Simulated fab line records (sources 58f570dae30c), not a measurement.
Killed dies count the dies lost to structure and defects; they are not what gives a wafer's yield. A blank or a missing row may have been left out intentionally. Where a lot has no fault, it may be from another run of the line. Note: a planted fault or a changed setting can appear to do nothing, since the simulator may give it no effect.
Chamber matching | flow berkeleyCmos170 | UCB170_CONTACT_ETCH_17 on rieDiel-01 has 3 sister chambers
The step etches BARC in N2/H2. 14 wafers are shown with their chamber, then 4 later ones without.

== WAFERS PAIRED WITH THEIR CHAMBERS ==
wafer  | chamber | drypumpMotorCurrentA (A) | oesProductAu (a.u.) | throttleValvePct (%)
L596.1 | 0       | 5.85                     | 0.966               | 13.36
L596.3 | 2       | 5.94                     | 0.999               | 13.41
L596.4 | 1       | 6.53                     | 0.990               | 13.37
L603.2 | 2       | 5.93                     | 0.987               | 13.41
L603.4 | 1       | 6.52                     | 0.997               | 13.38
L603.5 | 2       | 5.93                     | 0.999               | 13.42
L604.2 | 0       | 5.86                     | 0.961               | 13.37
L604.3 | 0       | 5.84                     | 0.958               | 13.36
L604.5 | 0       | 5.88                     | 0.965               | 13.37
L609.2 | 1       | 6.54                     | 0.992               | 13.37
L609.3 | 0       | 5.85                     | 0.967               | 13.39
L609.6 | 1       | 6.52                     | 0.999               | 13.38
L605.1 | 1       | 6.50                     | 0.981               | 13.36
L605.5 | 1       | 6.52                     | 0.989               | 13.37

SIGNATURES (means of the wafers above)
reading              | chamber 0 | chamber 1 | chamber 2 | scatter within a chamber
drypumpMotorCurrentA | 5.8560    | 6.5217    | 5.9333    | 0.013
oesProductAu         | 0.96340   | 0.99133   | 0.99500   | 0.00571
throttleValvePct     | 13.3700   | 13.3717   | 13.4133   | 0.00929
Rule: a wafer's distance from a chamber is the root of the sum, over the readings, of the square of ((its reading less the chamber's mean) divided by the reading's scatter). If the next closest chamber is less than 2 further off than the closest, the wafer can't be placed; otherwise it belongs to the closest. The scatter: the root of (the sum of the squares of (reading less its chamber's mean) over the shown wafers, divided by (wafers less chambers)).

== WAFERS WHOSE CHAMBER IS MISSING ==
wafer  | drypumpMotorCurrentA (A) | oesProductAu (a.u.) | throttleValvePct (%)
L605.6 | 5.86                     | 0.954               | 13.38
L611.1 | 5.86                     | 0.969               | 13.37
L611.5 | 5.91                     | 0.995               | 13.40
L612.3 | 5.85                     | 0.961               | 13.36

== WHICH CHAMBER EACH WENT THROUGH ==
wafer  | from the rows above | in truth
L605.6 | 0                   | 0
L611.1 | 0                   | 0
L611.5 | 2                   | 2
L612.3 | 0                   | 0
4 of 4 placed correctly. Left unplaced by these rows: 0. Placed wrongly: 0.
